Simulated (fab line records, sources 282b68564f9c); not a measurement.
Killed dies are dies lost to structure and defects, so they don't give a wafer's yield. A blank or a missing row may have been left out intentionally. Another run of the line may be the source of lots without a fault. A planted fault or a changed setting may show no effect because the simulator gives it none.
Which of the tools did it?    flow rit-cmos    7 lots, 21 wafers sampled, at 2 steps of a route of 202

== WHAT THE GAUGES SHOWED, per wafer ==
RIT_FOX2_THK_MEAS_01.
lot   measured     on             FOX2_OXIDE_THK (nm)
L167  day 1 23:26  film-metro-03  344 340 348
L170  day 2 15:16  film-metro-03  355 347 353
L173  day 3 07:34  film-metro-03  350 351 352
L175  day 3 16:17  film-metro-03  408 411 412
L178  day 4 08:58  film-metro-02  415 412 416
L184  day 5 15:06  film-metro-03  349 345 341
L189  day 6 14:27  film-metro-03  345 342 347

== TOOL THAT RAN EACH LOT (tool first, then ch and the chambers of the sampled wafers, then the start) ==
lot   RIT_FOX2_OXIDATION_00
L167  furnace-03 ch 0, day 1 22:07
L170  furnace-02 ch 0, day 2 13:56
L173  furnace-04 ch 0, day 3 06:16
L175  furnace-04 ch 0, day 3 14:58
L178  furnace-04 ch 0, day 4 07:38
L184  furnace-03 ch 0, day 5 13:47
L189  furnace-03 ch 0, day 6 13:07
- RIT_FOX2_OXIDATION_00: target thk 350.7 nm, ox time 1130 s.

== THE ANSWER, worked out from the rows above alone ==
Rule: the usual values come from the lots themselves. The widest of any qualifying gaps counts: lots, ordered by their means at a reading, are off when they make up no more than a third of the lots, leave a main group of 4 or more, and stand apart from it by 3 or more times the standard deviation of that group's means. The tables above print the reading to a certain number of digits; a main group whose means all agree to those digits is not used. Also off: a lot with no number at a reading for which 4 or more lots have one. Any other lot the step has rows for is counted as sound.
Off: at RIT_FOX2_THK_MEAS_01 (FOX2_OXIDE_THK), L175, L178. The main group has a mean of 347 nm with a standard deviation of 3.3.
If a tool, at a process step before that reading, ran all the lots that are off and no sound lot after the first of them, it fits. Gauges at RIT_FOX2_THK_MEAS_01: tried the same way as those tools. One fits: RIT_FOX2_OXIDATION_00 on furnace-04. A fault onset in the window from L173 (day 3 06:16, its last sound lot) to L175 (day 3 14:58, its first lot off) fits.

== WHAT HAD BEEN PUT IN BY THE SIMULATOR ==
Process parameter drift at RIT_FOX2_OXIDATION_00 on furnace-04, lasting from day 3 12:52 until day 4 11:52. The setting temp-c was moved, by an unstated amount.
Struck lots among those shown: L175, L178. Same finding as the rule above.
